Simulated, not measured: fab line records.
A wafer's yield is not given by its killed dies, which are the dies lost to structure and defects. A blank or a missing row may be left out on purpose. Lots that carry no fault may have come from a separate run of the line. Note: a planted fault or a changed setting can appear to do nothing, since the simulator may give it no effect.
Which tool was responsible?    flow ritCmos    at 1 step of a route of 202, 14 lots with 42 wafers sampled

WHAT EACH GAUGE READ, for each wafer
The record holds no reading of a measuring or inspecting step that can be judged against a usual standard deviation.

EACH LOT AND THE TOOL THAT RAN IT (in order: tool; ch and the chambers of the sampled wafers; start)
lot   RIT_FOX1_OXIDATION_00
L104  furnace-04 ch 0, day 1 16:58
L105  furnace-04 ch 0, day 1 23:31
L106  furnace-03 ch 0, day 2 03:40
L107  furnace-03 ch 0, day 2 07:32
L110  furnace-04 ch 0, day 2 23:40
L111  furnace-04 ch 0, day 3 03:48
L114  furnace-04, day 3 17:38
L115  furnace-03, day 4 01:34
L121  furnace-03 ch 0, day 5 08:41
L122  furnace-03 ch 0, day 5 09:59
L124  furnace-03 ch 0, day 5 22:11
L125  furnace-04 ch 0, day 6 00:52
L126  furnace-04 ch 0, day 6 05:39
L127  furnace-04 ch 0, day 6 10:31
- RIT_FOX1_OXIDATION_00: target thk 350.7 nm, ox time 1130 s.

AS READ BY THE TOOLS THEMSELVES (means over the sampled wafers that have a number; for cases with no such wafer, the mark the record gives instead)
RIT_FOX1_OXIDATION_00.
lot   tool        oxTempC (C)  oxTempCMax  spikeTcCentreC (C)  spikeTcSourceC (C)
L104  furnace-04  1100.4       1107.4      1100.6              1126
L105  furnace-04  1099.8       1107.4      1102.7              1127
L106  furnace-03  1099.8       1103.3      1104.2              1122
L107  furnace-03  1099.2       1102.6      1104.0              1123
L110  furnace-04  1100.6       1106.3      1102.1              1126
L111  furnace-04  1100.1       1107.0      1102.3              1127
L114  furnace-04  -            -           -                   -
L115  furnace-03  -            -           -                   -
L121  furnace-03  1100.0       1103.9      1102.8              1121
L122  furnace-03  1100.3       1104.5      1104.0              1120
L124  furnace-03  1099.9       1104.2      1103.1              1122
L125  furnace-04  1100.4       1107.2      1101.7              1127
L126  furnace-04  1099.8       1107.4      1101.3              1127
L127  furnace-04  1100.6       1107.1      1101.2              1126

THE ANSWER, worked out from the rows above alone
Rule: the lots themselves supply what counts as usual. Put in order of their means at a reading, lots are off if they are a third of the lots or fewer, leave a main group of 4 or more, and stand apart from it by a gap of 3 or more times the standard deviation of the main group's means; of several such gaps the widest counts. A main group whose means are all the same, to the digits that the tables above print for the reading, isn't used. Also off: a lot with no number at a reading for which 4 or more lots have one. All remaining lots with rows at the step are treated as sound. After the gauges, taken in route order, come the tools' own readings; for these a lot's mean is taken, as printed above. At the first step where some lot is off, the reading lying furthest off is the one used; lots without a number count as furthest.
Off, at RIT_FOX1_OXIDATION_00 on oxTempC: L114, L115. Without a number there: L114, L115. The main group: mean 1100.1 C, standard deviation 0.39.
A tool fits if, at that step or a process step before it, it ran every lot that is off, and no sound lot after the first of them. No candidate that was tried fits.

WHAT HAD BEEN PUT IN BY THE SIMULATOR
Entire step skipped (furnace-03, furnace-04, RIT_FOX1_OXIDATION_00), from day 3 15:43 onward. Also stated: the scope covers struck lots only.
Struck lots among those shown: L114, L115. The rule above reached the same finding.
